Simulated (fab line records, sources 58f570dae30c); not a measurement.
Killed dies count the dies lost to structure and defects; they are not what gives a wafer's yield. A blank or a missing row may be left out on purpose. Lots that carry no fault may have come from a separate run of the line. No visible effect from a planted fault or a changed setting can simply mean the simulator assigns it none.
Split-lot trial -- flow berkeley cmos170 -- on a route of 331 steps: 5 lots, 23 wafers read

## ON THE SPLIT
At UCB170_M3_COAT_05 (resist thk 900 nm), the setting resist thk nm was moved away from the recipe's 900 nm on 8 of the 23 wafers read, by -2.2% to +2.9%. The other wafers ran this setting at the recipe's value.

Reading taken at the split's own step.

## THE READING
KrF_of_M3_COAT_05.thk nm (the simulator's own value, which no gauge read), in nm, at UCB170_M3_COAT_05 (resist thk 900 nm). No usual value for it is given in the file. Across the 15 wafers here that went through the recipe, the average is 900.4 nm and the standard deviation 1.9 nm.

wafer,"tool, chamber at the split","resist thk nm as run, nm",against the recipe,"KrF_of_M3_COAT_05.thk nm, nm",against lot-mates on the recipe
L076.2,"litho track-01, 0",900,recipe,901.8,-
L076.4,"litho track-01, 0",900,recipe,899.1,-
L076.6,"litho track-01, 0",900,recipe,898.8,-
L081.1,"litho track-01, 0",900,recipe,902.7,-
L081.3,"litho track-01, 0",880.4,-2.2%,882.3,-19.8
L081.4,"litho track-01, 0",900,recipe,901.5,-
L081.5,"litho track-01, 0",880.4,-2.2%,882.5,-19.6
L081.6,"litho track-01, 0",880.4,-2.2%,884.2,-17.9
L080.1,"litho track-03, 0",900,recipe,902.8,-
L080.2,"litho track-03, 0",900,recipe,901.6,-
L080.3,"litho track-03, 0",900,recipe,902,-
L080.4,"litho track-03, 0",900,recipe,902.3,-
L080.6,"litho track-03, 0",900,recipe,902.4,-
L082.1,"litho track-03, 0",926.1,+2.9%,926.6,+28.2
L082.2,"litho track-03, 0",900,recipe,898.4,-
L082.5,"litho track-03, 0",900,recipe,898.4,-
L082.4,"litho track-03, 0",926.1,+2.9%,926.2,+27.8
L082.6,"litho track-03, 0",900,recipe,898.3,-
L083.1,"litho track-01, 0",884.2,-1.8%,880.6,-17.6
L083.2,"litho track-01, 0",884.2,-1.8%,881.1,-17.1
L083.3,"litho track-01, 0",884.2,-1.8%,883.4,-14.8
L083.5,"litho track-01, 0",900,recipe,897.2,-
L083.6,"litho track-01, 0",900,recipe,899.2,-

THE FIT
A straight line over all 23 wafers: KrF_of_M3_COAT_05.thk nm changes by +9 nm for each +1% of resist thk nm; r = +0.98; the points scatter about the line by 2.2 nm.
The same after taking each lot's own level away (the mean of its wafers on the recipe; 23 wafers): +9.32 nm for each +1%; r = +1.00; scatter 1 nm.
The reading moves by 27 nm for the largest change in resist thk nm, on that fit.
The span of the lots' own levels, 898.20 to 902.22 nm, comes to 2.1 times the standard deviation stated above.
The two slopes are in agreement: the lot-to-lot level therefore moves the slope only a little.
Check: for one of the wafers moved furthest among these (+2.9%), held out of the fit, the line's prediction against its lot-mates is +26.8 nm. It came out at +28.2 nm against them.

## THE WHOLE CHAIN: every reading that the file lists as answering this split, in the file's order
step,what it does,reading,change (the file's fit),r (the file's)
UCB170_M3_COAT_05,resist thk 900 nm,"KrF_of_M3_COAT_05.thk nm (the simulator's own value, which no gauge read)",+9.36 nm for each +1% of the setting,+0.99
UCB170_M3_STRIP_07,strips in O2,strip time to endpoint s,withheld for each +1% of the setting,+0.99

## FILE'S OWN FIT
KrF_of_M3_COAT_05.thk nm changes by +9.36 nm for each +1% of resist thk nm, r = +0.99.
